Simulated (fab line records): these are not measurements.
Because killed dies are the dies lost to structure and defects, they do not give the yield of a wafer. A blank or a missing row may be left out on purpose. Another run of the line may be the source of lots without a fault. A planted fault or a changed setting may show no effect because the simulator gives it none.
Lot-split experiment || flow rit_cmos || 23 wafers read from 5 lots, route of 202 steps

## THE SPLIT
At RIT_NLDD_SOFTBAKE_02 (time 60 s), the setting temp_c was moved away from the recipe's 90 C on 6 of the 23 wafers read, by -3.8% to +1.6%. This setting was run at the recipe's value on the other wafers.

## FROM THE SPLIT TO THE READING: what the file shows between them, 2 steps
- RIT_NLDD_EXPOSE_03: exposes mask M7, target cd 40700 nm
- RIT_NLDD_PEB_04

## THE READING
NOVOLAK_of_NLDD_COAT_01.thk_nm (the simulator's own value, which no gauge read), in nm, at RIT_NLDD_DEVELOP_05 (develop time 50 s). No usual value for it is given in the file. The 17 wafers here that ran the recipe average 997.6 nm, standard deviation 2.1 nm.

{"wafer": "L078.1", "tool, chamber at the split": "litho_track-04, 0", "temp_c as run, C": 86.61, "against the recipe": "-3.8%", "NOVOLAK_of_NLDD_COAT_01.thk_nm, nm": 1010, "against lot-mates on the recipe": "+10.9"}
{"wafer": "L078.2", "tool, chamber at the split": "litho_track-04, 0", "temp_c as run, C": 90, "against the recipe": "recipe", "NOVOLAK_of_NLDD_COAT_01.thk_nm, nm": 997.2, "against lot-mates on the recipe": "-"}
{"wafer": "L078.3", "tool, chamber at the split": "litho_track-04, 0", "temp_c as run, C": 86.61, "against the recipe": "-3.8%", "NOVOLAK_of_NLDD_COAT_01.thk_nm, nm": 1011, "against lot-mates on the recipe": "+11.9"}
{"wafer": "L078.5", "tool, chamber at the split": "litho_track-04, 0", "temp_c as run, C": 86.61, "against the recipe": "-3.8%", "NOVOLAK_of_NLDD_COAT_01.thk_nm, nm": 1009, "against lot-mates on the recipe": "+9.9"}
{"wafer": "L078.6", "tool, chamber at the split": "litho_track-04, 0", "temp_c as run, C": 90, "against the recipe": "recipe", "NOVOLAK_of_NLDD_COAT_01.thk_nm, nm": 1001, "against lot-mates on the recipe": "-"}
{"wafer": "L080.3", "tool, chamber at the split": "litho_track-04, 0", "temp_c as run, C": 90, "against the recipe": "recipe", "NOVOLAK_of_NLDD_COAT_01.thk_nm, nm": 993.4, "against lot-mates on the recipe": "-"}
{"wafer": "L080.4", "tool, chamber at the split": "litho_track-04, 0", "temp_c as run, C": 90, "against the recipe": "recipe", "NOVOLAK_of_NLDD_COAT_01.thk_nm, nm": 996.4, "against lot-mates on the recipe": "-"}
{"wafer": "L080.6", "tool, chamber at the split": "litho_track-04, 0", "temp_c as run, C": 90, "against the recipe": "recipe", "NOVOLAK_of_NLDD_COAT_01.thk_nm, nm": 992.8, "against lot-mates on the recipe": "-"}
{"wafer": "L082.1", "tool, chamber at the split": "litho_track-01, 0", "temp_c as run, C": 90, "against the recipe": "recipe", "NOVOLAK_of_NLDD_COAT_01.thk_nm, nm": 1001, "against lot-mates on the recipe": "-"}
{"wafer": "L082.2", "tool, chamber at the split": "litho_track-01, 0", "temp_c as run, C": 90, "against the recipe": "recipe", "NOVOLAK_of_NLDD_COAT_01.thk_nm, nm": 996.1, "against lot-mates on the recipe": "-"}
{"wafer": "L082.3", "tool, chamber at the split": "litho_track-01, 0", "temp_c as run, C": 90, "against the recipe": "recipe", "NOVOLAK_of_NLDD_COAT_01.thk_nm, nm": 998.6, "against lot-mates on the recipe": "-"}
{"wafer": "L082.4", "tool, chamber at the split": "litho_track-01, 0", "temp_c as run, C": 90, "against the recipe": "recipe", "NOVOLAK_of_NLDD_COAT_01.thk_nm, nm": 998.5, "against lot-mates on the recipe": "-"}
{"wafer": "L082.6", "tool, chamber at the split": "litho_track-01, 0", "temp_c as run, C": 90, "against the recipe": "recipe", "NOVOLAK_of_NLDD_COAT_01.thk_nm, nm": 997.1, "against lot-mates on the recipe": "-"}
{"wafer": "L083.1", "tool, chamber at the split": "litho_track-03, 0", "temp_c as run, C": 90, "against the recipe": "recipe", "NOVOLAK_of_NLDD_COAT_01.thk_nm, nm": 999.3, "against lot-mates on the recipe": "-"}
{"wafer": "L083.2", "tool, chamber at the split": "litho_track-03, 0", "temp_c as run, C": 91.4, "against the recipe": "+1.6%", "NOVOLAK_of_NLDD_COAT_01.thk_nm, nm": 996.6, "against lot-mates on the recipe": -2.1}
{"wafer": "L083.3", "tool, chamber at the split": "litho_track-03, 0", "temp_c as run, C": 91.4, "against the recipe": "+1.6%", "NOVOLAK_of_NLDD_COAT_01.thk_nm, nm": 996.8, "against lot-mates on the recipe": -1.9}
{"wafer": "L083.5", "tool, chamber at the split": "litho_track-03, 0", "temp_c as run, C": 90, "against the recipe": "recipe", "NOVOLAK_of_NLDD_COAT_01.thk_nm, nm": 998.1, "against lot-mates on the recipe": "-"}
{"wafer": "L083.6", "tool, chamber at the split": "litho_track-03, 0", "temp_c as run, C": 91.4, "against the recipe": "+1.6%", "NOVOLAK_of_NLDD_COAT_01.thk_nm, nm": 997.3, "against lot-mates on the recipe": -1.4}
{"wafer": "L085.1", "tool, chamber at the split": "litho_track-04, 0", "temp_c as run, C": 90, "against the recipe": "recipe", "NOVOLAK_of_NLDD_COAT_01.thk_nm, nm": 997.6, "against lot-mates on the recipe": "-"}
{"wafer": "L085.2", "tool, chamber at the split": "litho_track-04, 0", "temp_c as run, C": 90, "against the recipe": "recipe", "NOVOLAK_of_NLDD_COAT_01.thk_nm, nm": 998.3, "against lot-mates on the recipe": "-"}
{"wafer": "L085.5", "tool, chamber at the split": "litho_track-04, 0", "temp_c as run, C": 90, "against the recipe": "recipe", "NOVOLAK_of_NLDD_COAT_01.thk_nm, nm": 998.3, "against lot-mates on the recipe": "-"}
{"wafer": "L085.4", "tool, chamber at the split": "litho_track-04, 0", "temp_c as run, C": 90, "against the recipe": "recipe", "NOVOLAK_of_NLDD_COAT_01.thk_nm, nm": 997.9, "against lot-mates on the recipe": "-"}
{"wafer": "L085.6", "tool, chamber at the split": "litho_track-04, 0", "temp_c as run, C": 90, "against the recipe": "recipe", "NOVOLAK_of_NLDD_COAT_01.thk_nm, nm": 997.5, "against lot-mates on the recipe": "-"}

THE FIT
A straight line over all 23 wafers: NOVOLAK_of_NLDD_COAT_01.thk_nm changes by -2.78 nm for each +1% of temp_c; r = -0.87; the points scatter about the line by 2.3 nm.
The same after taking each lot's own level away (the mean of its wafers on the recipe; 23 wafers): -2.58 nm for each +1%; r = -0.93; scatter 1.5 nm.
According to that fit, moving temp_c by its largest amount changes the reading by 9.7 nm.
The span of the lots' own levels, 994.20 to 999.10 nm, comes to 2.3 times the standard deviation stated above.
So the lot-to-lot level changes the slope little: the two slopes agree.
Check: for one of the wafers moved furthest among these (-3.8%), held out of the fit, the line's prediction against its lot-mates is +9.86 nm. Against them it came out at +10.9 nm.

## OTHER SPLITS ON THESE WAFERS
Note: prior to the reading, these wafers also went through further splits. Each is held against what the fit with the lots' levels taken away leaves over:
{"other split on the same wafers": "RIT_ACTIVE_OXIDATION_01 temp_c", "wafers away from the commonest value": 15, "r with NOVOLAK_of_NLDD_COAT_01.thk_nm (lot level and that fit taken away)": "+0.05"}
{"other split on the same wafers": "RIT_ACTIVE_DEVELOP_10 develop_time_s", "wafers away from the commonest value": 7, "r with NOVOLAK_of_NLDD_COAT_01.thk_nm (lot level and that fit taken away)": -0.05}
{"other split on the same wafers": "RIT_PWELL_COAT_01 resist_thk_nm", "wafers away from the commonest value": 7, "r with NOVOLAK_of_NLDD_COAT_01.thk_nm (lot level and that fit taken away)": -0.16}
{"other split on the same wafers": "RIT_PWELL_IMPLANT_08 energy_kev", "wafers away from the commonest value": 8, "r with NOVOLAK_of_NLDD_COAT_01.thk_nm (lot level and that fit taken away)": -0.21}
{"other split on the same wafers": "RIT_NRETRO_SOFTBAKE_02 temp_c", "wafers away from the commonest value": 7, "r with NOVOLAK_of_NLDD_COAT_01.thk_nm (lot level and that fit taken away)": "+0.08"}

## THE FILE'S OWN FIT
NOVOLAK_of_NLDD_COAT_01.thk_nm changes by -2.63 nm for each +1% of temp_c, r = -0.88.
